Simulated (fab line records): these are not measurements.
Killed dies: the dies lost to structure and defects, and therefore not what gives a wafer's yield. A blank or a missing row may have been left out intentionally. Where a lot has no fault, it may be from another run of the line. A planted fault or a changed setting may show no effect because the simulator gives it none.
Split-lot experiment    flow berkeley_cmos170    on a route of 331 steps: 5 lots, 23 wafers read

SPLIT DETAILS
At UCB170_V1_CMP_02 (polishes SiO2), the setting leave_above_ref_nm was moved away from the recipe's 1000 nm on 10 of the 23 wafers read, by -7.2% to +3.2%. All remaining wafers had this setting at the recipe value.

FROM THE SPLIT TO THE READING: what the file shows between them, 3 steps
- UCB170_V1_THK_MEAS_04
- UCB170_V1_CLEAN_05: cleans in DIW
- UCB170_V1_HMDS_06: prime time 60 s

THE READING
oes_product_au, in a.u., at UCB170_V1_ETCH_14 (etches SiO2 in CHF3/CF4/Ar, stops on Al, target depth 1250 nm, time 291 s). A value of 0.870 a.u. with a standard deviation of 0.01 a.u. is what fault-free wafers of this fab line usually give.

wafer   tool, chamber at the split  leave_above_ref_nm as run, nm  against the recipe  oes_product_au, a.u.  against lot-mates on the recipe
L076.3  cmp-02, 0                   1000                           recipe              0.880                 -
L076.5  cmp-02, 0                   1000                           recipe              0.878                 -
L076.6  cmp-02, 1                   1000                           recipe              0.879                 -
L077.1  cmp-01, 0                   962.6                          -3.7%               0.848                 -0.026
L077.2  cmp-01, 1                   1000                           recipe              0.879                 -
L077.3  cmp-01, 2                   1000                           recipe              0.869                 -
L077.5  cmp-01, 1                   1000                           recipe              0.875                 -
L077.6  cmp-01, 0                   962.6                          -3.7%               0.860                 -0.014
L078.1  cmp-01, 1                   928.2                          -7.2%               0.852                 -0.022
L078.3  cmp-01, 3                   928.2                          -7.2%               0.837                 -0.037
L078.4  cmp-01, 2                   1000                           recipe              0.875                 -
L078.5  cmp-01, 0                   928.2                          -7.2%               0.835                 -0.039
L078.6  cmp-01, 1                   1000                           recipe              0.873                 -
L080.1  cmp-02, 2                   1032                           +3.2%               0.881                 +0.004
L080.2  cmp-02, 3                   1000                           recipe              0.879                 -
L080.3  cmp-02, 1                   1000                           recipe              0.874                 -
L080.4  cmp-02, 0                   1032                           +3.2%               0.875                 -0.002
L080.5  cmp-02, 3                   1032                           +3.2%               0.899                 +0.022
L083.2  cmp-01, 1                   1000                           recipe              0.866                 -
L083.3  cmp-01, 0                   946                            -5.4%               0.849                 -0.026
L083.4  cmp-01, 2                   946                            -5.4%               0.840                 -0.035
L083.5  cmp-01, 1                   1000                           recipe              0.872                 -
L083.6  cmp-01, 0                   1000                           recipe              0.888                 -

FIT RESULTS
A straight line over all 23 wafers: oes_product_au changes by +0.00472 a.u. for each +1% of leave_above_ref_nm; r = +0.91; the points scatter about the line by 0.0073 a.u.
The same after taking each lot's own level away (the mean of its wafers on the recipe; 23 wafers): +0.00449 a.u. for each +1%; r = +0.90; scatter 0.0071 a.u.
Per that fit: largest leave_above_ref_nm move, reading shift of 0.032 a.u.
From 0.8740 to 0.8790 a.u.: that is the span of the lots' own levels, equal to 0.5 times the standard deviation above.
So the lot-to-lot level changes the slope little: the two slopes agree.
Check: -0.0367 a.u. against its lot-mates is what the line predicts for one of the wafers moved furthest among these (-7.2%) when that wafer is left out of the fit. It came out at -0.022 a.u. against them.

FURTHER SPLITS ON THESE WAFERS
Before the reading, these wafers also passed through other splits. Each is held against what the fit with the lots' levels taken away leaves over:
other split on the same wafers  wafers away from the commonest value  r with oes_product_au (lot level and that fit taken away)
UCB170_M1_PEB_07 peb_temp_c     6                                     -0.02
UCB170_M1_METAL_ETCH_12 time_s  8                                     +0.17

THE WHOLE CHAIN: every reading that the file lists as answering this split, in the file's order
step                   what it does                                                               reading                                                                    change (the file's fit)                    r (the file's)
UCB170_V1_CMP_02       polishes SiO2                                                              SiO2_of_V1_CVD_00.thk_nm (the simulator's own value, which no gauge read)  +10.1 nm for each +1% of the setting       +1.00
UCB170_V1_THK_MEAS_04                                                                             V1_POLISHED_THK                                                            +10.1 for each +1% of the setting          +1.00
UCB170_V1_ETCH_14      etches SiO2 in CHF3/CF4/Ar, stops on Al, target depth 1250 nm, time 291 s  oes_product_au                                                             +0.00483 a.u. for each +1% of the setting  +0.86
UCB170_V1_ETCH_14      etches SiO2 in CHF3/CF4/Ar, stops on Al, target depth 1250 nm, time 291 s  etch.depth_nm (the simulator's own value, which no gauge read)             +10.1 nm for each +1% of the setting       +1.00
UCB170_V1_ETCH_14      etches SiO2 in CHF3/CF4/Ar, stops on Al, target depth 1250 nm, time 291 s  V1.feature_depth_nm (the simulator's own value, which no gauge read)       +10.1 nm for each +1% of the setting       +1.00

FILE'S OWN FIT
oes_product_au changes by +0.00483 a.u. for each +1% of leave_above_ref_nm, r = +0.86.
